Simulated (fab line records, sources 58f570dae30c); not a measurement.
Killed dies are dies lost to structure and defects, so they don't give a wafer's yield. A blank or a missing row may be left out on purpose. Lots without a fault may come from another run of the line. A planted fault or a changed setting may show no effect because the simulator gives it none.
Tool commonality check | flow berkeley_cmos170 | 15 lots, 45 wafers sampled

WHY IT WAS OPENED
At UCB170_V2_THK_MEAS_04 the reading V2_POLISHED_THK is flagged on 3 of 15 lots. Wafers without a fault read 999.4 nm, standard deviation 1.2.
Rule: a lot is flagged when every wafer of it that has a number lies more than 4 standard deviations from that mean, or none has a number. The other lots count as sound.

lot  | measured     | on            | V2_POLISHED_THK (nm), wafer by wafer | flag
L325 | day 8 14:01  | film_metro-01 | 999.7 1000.0 999.3                   |
L328 | day 8 22:48  | film_metro-01 | 1001.2 999.4 1000.0                  |
L329 | day 9 02:51  | film_metro-03 | 1980.7 1987.3 2027.2                 | FLAGGED
L326 | day 9 03:06  | film_metro-01 | 1980.8 1987.8 2013.1                 | FLAGGED
L327 | day 9 03:50  | film_metro-04 | 1996.1 2034.3 2000.6                 | FLAGGED
L330 | day 10 02:08 | film_metro-04 | 998.9 999.8 997.8                    |
L339 | day 11 13:23 | film_metro-04 | 1000.0 999.0 999.1                   |
L338 | day 11 13:31 | film_metro-01 | 999.3 999.7 1000.6                   |
L337 | day 11 13:46 | film_metro-01 | 1001.7 999.9 999.0                   |
L341 | day 12 02:46 | film_metro-04 | 999.9 998.8 999.6                    |
L340 | day 12 10:43 | film_metro-01 | 998.2 999.5 1001.4                   |
L347 | day 13 03:23 | film_metro-03 | 999.8 1000.5 997.6                   |
L345 | day 13 06:39 | film_metro-04 | 1000.0 999.6 1001.5                  |
L344 | day 13 11:43 | film_metro-04 | 997.8 997.8 998.5                    |
L346 | day 13 12:05 | film_metro-01 | 999.8 998.0 999.6                    |
The numbers of the flagged lots are 2000.9 nm on average: +1001.5 nm against the usual, or +99 or more standard deviations.

WHICH TOOL RAN EACH LOT
The record holds 1 process step before the reading, out of a route of 331 steps. In each cell: the tool, then ch and the chambers that the sampled wafers went through, then the start.
lot  | flag    | UCB170_V2_CMP_02
L325 |         | cmp-01 ch 0,2, day 8 13:37
L328 |         | cmp-02 ch 0,2,3, day 8 22:25
L329 | FLAGGED | cmp-01 ch 0,2, day 9 02:24
L326 | FLAGGED | cmp-02 ch 0,1, day 9 02:40
L327 | FLAGGED | cmp-01 ch 1,2, day 9 03:23
L330 |         | cmp-02 ch 0,1,3, day 10 01:46
L339 |         | cmp-02 ch 0,3, day 11 12:58
L338 |         | cmp-01 ch 0,1,3, day 11 13:05
L337 |         | cmp-02 ch 0,1,2, day 11 13:23
L341 |         | cmp-01 ch 1,2,3, day 12 02:20
L340 |         | cmp-02 ch 1,2,3, day 12 10:23
L347 |         | cmp-01 ch 0,1,2, day 13 03:01
L345 |         | cmp-01 ch 1,2,3, day 13 06:20
L344 |         | cmp-01 ch 0,1,2, day 13 11:17
L346 |         | cmp-02 ch 0,1, day 13 11:41
What these steps do:
- UCB170_V2_CMP_02: polishes SiO2.
- UCB170_V2_THK_MEAS_04

FLAGGED OVER TOTAL, TOOL BY TOOL (the gauges that took the reading come last)
step                  | tool          | lots run | flagged | share of the flagged lots | sound lots run after its first flagged lot
UCB170_V2_CMP_02      | cmp-01        | 8        | 2       | some                      | 5 (L338,L341,L347,L345,L344)
UCB170_V2_CMP_02      | cmp-02        | 7        | 1       | some                      | 5 (L330,L339,L337,L340,L346)
UCB170_V2_THK_MEAS_04 | film_metro-01 | 7        | 1       | some                      | 4 (L338,L337,L340,L346)
UCB170_V2_THK_MEAS_04 | film_metro-03 | 2        | 1       | some                      | 1 (L347)
UCB170_V2_THK_MEAS_04 | film_metro-04 | 6        | 1       | some                      | 5 (L330,L339,L341,L345,L344)

WHAT THE TABLE ALLOWS
No row of the table ran every flagged lot.

WHAT THE SIMULATOR HAD PUT IN
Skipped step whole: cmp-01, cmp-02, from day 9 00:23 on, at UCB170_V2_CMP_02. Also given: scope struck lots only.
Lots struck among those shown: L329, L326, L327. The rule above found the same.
